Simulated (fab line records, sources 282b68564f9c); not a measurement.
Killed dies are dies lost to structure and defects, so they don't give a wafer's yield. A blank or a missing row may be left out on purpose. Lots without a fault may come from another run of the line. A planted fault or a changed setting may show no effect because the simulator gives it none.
Split-lot experiment | flow rit_cmos | 5 lots, 23 wafers read, on a route of 202 steps

THE SPLIT
At RIT_ACTIVE_ETCH_13 (etches Si3N4 in SF6, stops on SiO2, time 210 s, target depth 210 nm), the setting rf_w was moved away from the recipe's 125 W on 7 of the 23 wafers read, by -6.1% to +6.2%. The other wafers ran this setting at the recipe's value.

The reading is taken at the split's own step.

THE READING
NOVOLAK_of_ACTIVE_COAT_06.thk_nm (the simulator's own value, which no gauge read), in nm, at RIT_ACTIVE_ETCH_13 (etches Si3N4 in SF6, stops on SiO2, time 210 s, target depth 210 nm). The file gives no usual value for it. The 16 wafers here that ran the recipe average 657.9 nm, standard deviation 3.3 nm.

wafer  | tool, chamber at the split | rf_w as run, W | against the recipe | NOVOLAK_of_ACTIVE_COAT_06.thk_nm, nm | against lot-mates on the recipe
L075.3 | rie_diel-03, 0             | 125            | recipe             | 653.3                                | -
L075.4 | rie_diel-03, 2             | 125            | recipe             | 656.7                                | -
L075.5 | rie_diel-03, 0             | 125            | recipe             | 654.8                                | -
L077.1 | rie_diel-04, 2             | 125            | recipe             | 652.1                                | -
L077.2 | rie_diel-04, 0             | 132.2          | +5.8%              | 644.4                                | -13.1
L077.3 | rie_diel-04, 1             | 125            | recipe             | 660.6                                | -
L077.4 | rie_diel-04, 3             | 125            | recipe             | 659.7                                | -
L077.6 | rie_diel-04, 3             | 132.2          | +5.8%              | 644.4                                | -13.1
L078.1 | rie_diel-03, 3             | 125            | recipe             | 655                                  | -
L078.3 | rie_diel-03, 2             | 125            | recipe             | 660.2                                | -
L078.4 | rie_diel-03, 0             | 125            | recipe             | 655.4                                | -
L078.5 | rie_diel-03, 3             | 117.4          | -6.1%              | 667.6                                | +10.7
L078.6 | rie_diel-03, 0             | 117.4          | -6.1%              | 664.1                                | +7.2
L080.1 | rie_diel-03, 3             | 125            | recipe             | 658.8                                | -
L080.2 | rie_diel-03, 1             | 125            | recipe             | 656.9                                | -
L080.4 | rie_diel-03, 1             | 125            | recipe             | 657.6                                | -
L080.5 | rie_diel-03, 3             | 125            | recipe             | 662.7                                | -
L080.6 | rie_diel-03, 2             | 125            | recipe             | 664.4                                | -
L083.1 | rie_diel-01, 1             | 125            | recipe             | 657.5                                | -
L083.2 | rie_diel-01, 3             | 132.7          | +6.2%              | 642.1                                | -16.8
L083.3 | rie_diel-01, 2             | 132.7          | +6.2%              | 648.5                                | -10.4
L083.4 | rie_diel-01, 0             | 132.7          | +6.2%              | 640.9                                | -18.0
L083.5 | rie_diel-01, 3             | 125            | recipe             | 660.3                                | -

THE FIT
A straight line over all 23 wafers: NOVOLAK_of_ACTIVE_COAT_06.thk_nm changes by -1.96 nm for each +1% of rf_w; r = -0.89; the points scatter about the line by 3.4 nm.
The same after taking each lot's own level away (the mean of its wafers on the recipe; 23 wafers): -2.07 nm for each +1%; r = -0.92; scatter 3 nm.
On that fit, the largest move of rf_w shifts the reading by 13 nm.
The lots' own levels span 654.93 to 660.08 nm, that is 1.6 times the standard deviation above.
So the lot-to-lot level changes the slope little: the two slopes agree.
Check: with one of the wafers moved furthest among these (+6.2%) left out of the fit, the line predicts -12.8 nm for it against its lot-mates. It came out at -16.8 nm against them.

OTHER SPLITS ON THESE WAFERS
These wafers also went through other splits before the reading. Each is held against what the fit with the lots' levels taken away leaves over:
other split on the same wafers | wafers away from the commonest value | r with NOVOLAK_of_ACTIVE_COAT_06.thk_nm (lot level and that fit taken away)
RIT_ACTIVE_CVD_03 time_s       | 15                                   | +0.05

THE FILE'S OWN FIT
NOVOLAK_of_ACTIVE_COAT_06.thk_nm changes by -2.06 nm for each +1% of rf_w, r = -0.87.
